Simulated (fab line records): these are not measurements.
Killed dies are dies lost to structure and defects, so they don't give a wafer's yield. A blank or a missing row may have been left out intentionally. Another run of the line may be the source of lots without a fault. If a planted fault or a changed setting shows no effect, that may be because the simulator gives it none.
A lot that was struck, set against a sound lot :: flow ritCmos :: 28 out of 202 route steps
Sound: the wafers L617.1, L617.3, L617.5. Struck: wafers L623.3, L623.5, L623.6. The cause is named last.
Each step with rows lists, per side, the tool, then ch with its chambers, then its first start. Under that, the readings that differ: sound wafers :: struck wafers :: difference of the means :: sigmas: that difference in standard deviations of wafers without a fault.
alike: a reading whose means differ by less than 2 such deviations, as well as words and numbers matching on both sides. not compared: withheld readings; readings where some wafer has no value; bounds like >300 that might hide an equal value; numbers whose values overlap and for which the record gives no deviation.
The two part at a step that has a row with sigmas, a row that says differs or no value, or rows on one side only. Non-overlapping numbers with no deviation appear without sigmas and do not part them. A reading that every wafer of one side lacks parts them only if that side has two wafers or more.

RIT_FOX2_THK_MEAS_01:
  sound on filmMetro-03, day 3 12:08; struck on filmMetro-02, day 4 23:35
  alike: FOX2_OXIDE_THK
then, 2 steps without rows for these wafers: RIT_FOX2_CLEAN_02 (cleans in dHF, time 180 s); RIT_FOX2_WET_ETCH_03 (etches Si3N4 in H3PO4, target depth 195 nm, time 2700 s).
RIT_FOX2_THK_MEAS_90:
  sound on filmMetro-03, day 3 13:01; struck on filmMetro-03, day 5 00:28
  alike: FIELD_OXIDE_LEFT_1_THK
then, 6 steps without rows for these wafers: RIT_NWELL_HMDS_00 (prime time 60 s); RIT_NWELL_COAT_01 (resist thk 1300 nm); RIT_NWELL_SOFTBAKE_02 (time 60 s); RIT_NWELL_EXPOSE_03 (exposes mask M2, target cd 43900 nm); RIT_NWELL_PEB_04; RIT_NWELL_DEVELOP_05 (develop time 71.32 s).
RIT_NWELL_OVL_MEAS_06:
  sound on overlay-02, day 3 13:57; struck on overlay-01, day 5 01:40
  alike: NWELL_OVL
then, 1 step without rows for these wafers: RIT_NWELL_HARDBAKE_07 (time 120 s).
RIT_NWELL_IMPLANT_08:
  sound on implanter-04 ch 0, day 3 14:14; struck on implanter-04 ch 0, day 5 01:59
reading: doseIonsCm2
sound: 4.997e+13 5.006e+13 5.006e+13
struck: 3.479e+13 3.476e+13 3.478e+13
difference: -1.525e+13
sigmas: -99 or more

reading: faradayCurrentUA
sound: 162 162 158
struck: 107 107 110
difference: -53
sigmas: -16
RIT_NWELL_STRIP_09: strips in O2, time 180 s.
  sound on plasmaAsher-02 ch 1, day 3 14:23; struck on plasmaAsher-01 ch 0,1, day 5 02:08
  alike: drypumpMotorCurrentA
  not compared: rfHoursCounterH
RIT_NWELL_TW_MEAS_10:
  sound on filmMetro-02, day 3 14:34; struck on filmMetro-01, day 5 02:30
reading: NWELL_TW
sound: 2107 2107 2116
struck: 1951 1937 1942
difference: -167
sigmas: -5
  not compared: hold
then, 5 steps without rows for these wafers: RIT_PWELL_COAT_01 (resist thk 1300 nm); RIT_PWELL_SOFTBAKE_02 (time 60 s); RIT_PWELL_EXPOSE_03 (exposes mask M3, target cd 43700 nm); RIT_PWELL_PEB_04; RIT_PWELL_DEVELOP_05 (develop time 68 s).
RIT_PWELL_OVL_MEAS_06:
  sound on overlay-02, day 3 15:37; struck on overlay-02, day 5 07:13
  alike: PWELL_OVL
then, 2 steps without rows for these wafers: RIT_PWELL_HARDBAKE_07 (time 120 s); RIT_PWELL_IMPLANT_08.
RIT_PWELL_STRIP_09: strips in O2, time 180 s.
  sound on plasmaAsher-02 ch 0,1, day 3 16:04; struck on plasmaAsher-04 ch 0,1, day 5 07:47
  alike: drypumpMotorCurrentA
  not compared: rfHoursCounterH
RIT_PWELL_TW_MEAS_10:
  sound on filmMetro-01, day 3 16:14; struck on filmMetro-02, day 5 07:56
  alike: PWELL_TW
then, 1 step without rows for these wafers: RIT_WELLDRIVE_ANNEAL_00 (time 14700 s).
RIT_WELLDRIVE_RS_MEAS_01: measurement is done with a four-point probe.
  sound on filmMetro-01, day 3 21:27; struck on filmMetro-01, day 5 13:23
reading: NWELL_RS (ohm/sq)
sound: 276.1 275.2 275.5
struck: 345.6 346.4 344.5
difference: +69.9
sigmas: +87
  not compared: hold
RIT_M1_PROBE_99:
  sound wafers here have rows in the record (prober-02, day 5 09:07); struck ones have none

## WHERE THEY PART
Last at RIT_M1_PROBE_99 as far as this record goes, first at RIT_NWELL_IMPLANT_08.

WHY: the cause the simulator had injected
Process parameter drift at RIT_NWELL_IMPLANT_08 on implanter-04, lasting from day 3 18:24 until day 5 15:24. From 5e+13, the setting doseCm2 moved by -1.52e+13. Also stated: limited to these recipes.
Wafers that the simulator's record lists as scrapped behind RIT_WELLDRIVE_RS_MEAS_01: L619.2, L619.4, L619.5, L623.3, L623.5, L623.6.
